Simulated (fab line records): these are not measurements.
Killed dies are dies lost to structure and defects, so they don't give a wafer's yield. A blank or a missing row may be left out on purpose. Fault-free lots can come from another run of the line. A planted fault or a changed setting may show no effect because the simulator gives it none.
A lot that was struck, set against a sound lot + flow rit_cmos + 18 out of 202 route steps
Sound: these wafers, L628.3, L628.4, L628.6. The struck wafers were L635.1, L635.4, L635.6. At the end, the cause is stated.
Each step with rows lists, per side, the tool, then ch with its chambers, then its first start. Under that, the readings that differ: sound wafers + struck wafers + difference of the means + sigmas: that difference in standard deviations of wafers without a fault.
alike: readings whose means differ by less than 2 such deviations, and words and numbers that are the same on both sides. not compared: withheld readings, readings that some wafer has no value for, bounds like >300 that may hide the same value, and numbers for which the record gives no deviation and whose values overlap.
The two part at a step that has a row with sigmas, a row that says differs or no value, or rows on one side only. Numbers that have no deviation but don't overlap get no sigmas and don't part them. A reading missing from all wafers of one side parts the sides only when that side holds two or more wafers.

first, 3 steps without rows for these wafers: RIT_GATE_CLEAN_02 (cleans in dHF, time 30 s); RIT_GATE_CLEAN_03 (cleans in SC2, time 600 s); RIT_GATE_CLEAN_04 (cleans in dHF, time 60 s).
RIT_FOX2_THK_MEAS_91:
  sound on film_metro-04, day 4 15:19; struck on film_metro-01, day 6 07:02
  alike: FIELD_OXIDE_LEFT_2_THK
then, 2 steps without rows for these wafers: RIT_GATE_OXIDATION_05 (target thk 3 nm, ox time 270 s); RIT_GATE_ANNEAL_06 (time 600 s).
RIT_GATE_THK_MEAS_07:
  sound on film_metro-04, day 4 17:04; struck on film_metro-04, day 6 08:25
| reading             | sound          | struck         | difference | sigmas |
|---------------------|----------------|----------------|------------|--------|
| GATE_OXIDE_THK (nm) | 2.90 2.94 2.96 | 3.21 3.19 3.18 | +0.26      | +3     |
then, 1 step without rows for these wafers: RIT_GATE_CVD_08 (deposits poly-Si from SiH4, target thk 250 nm, time 2220 s).
RIT_GATE_THK_MEAS_09:
  sound on film_metro-01, day 4 18:45; struck on film_metro-01, day 6 10:05
  alike: GATE_POLY_THK
then, 3 steps without rows for these wafers: RIT_GATE_HMDS_10 (prime time 60 s); RIT_GATE_COAT_11 (resist thk 850 nm); RIT_GATE_SOFTBAKE_12 (time 60 s).
RIT_GATE_EXPOSE_13: exposes mask M6, target cd 150 nm.
  sound on iline_stepper-01 ch 0, day 4 19:17; struck on iline_stepper-02 ch 0, day 6 10:53
| reading                      | sound             | struck            | difference | sigmas |
|------------------------------|-------------------|-------------------|------------|--------|
| model.GATE.overlay_x_nm (nm) | 0.271 0.271 0.271 | 111.8 111.8 111.8 | +111.5     |        |
  alike: mask
then, 2 steps without rows for these wafers: RIT_GATE_PEB_14; RIT_GATE_DEVELOP_15 (develop time 50 s).
RIT_GATE_CD_MEAS_16: the cd target is 150 nm.
  sound on cd_sem-01, day 4 19:41; struck on cd_sem-01, day 6 11:17
  alike: cd_nm
RIT_GATE_OVL_MEAS_17:
  sound on overlay-02, day 4 19:46; struck on overlay-02, day 6 11:37
| reading       | sound         | struck            | difference | sigmas |
|---------------|---------------|-------------------|------------|--------|
| GATE_OVL (nm) | -0.1 0.0 -0.3 | 112.4 112.5 112.3 | +112.5     | +87    |
  not compared: hold
RIT_M1_PROBE_99:
  rows exist in the record for the sound wafers here (prober-01, day 5 19:13), none for the struck ones

== WHERE THEY PART ==
Last at RIT_M1_PROBE_99 as far as this record goes, first at RIT_GATE_THK_MEAS_07.

WHY: whatever the simulator had introduced
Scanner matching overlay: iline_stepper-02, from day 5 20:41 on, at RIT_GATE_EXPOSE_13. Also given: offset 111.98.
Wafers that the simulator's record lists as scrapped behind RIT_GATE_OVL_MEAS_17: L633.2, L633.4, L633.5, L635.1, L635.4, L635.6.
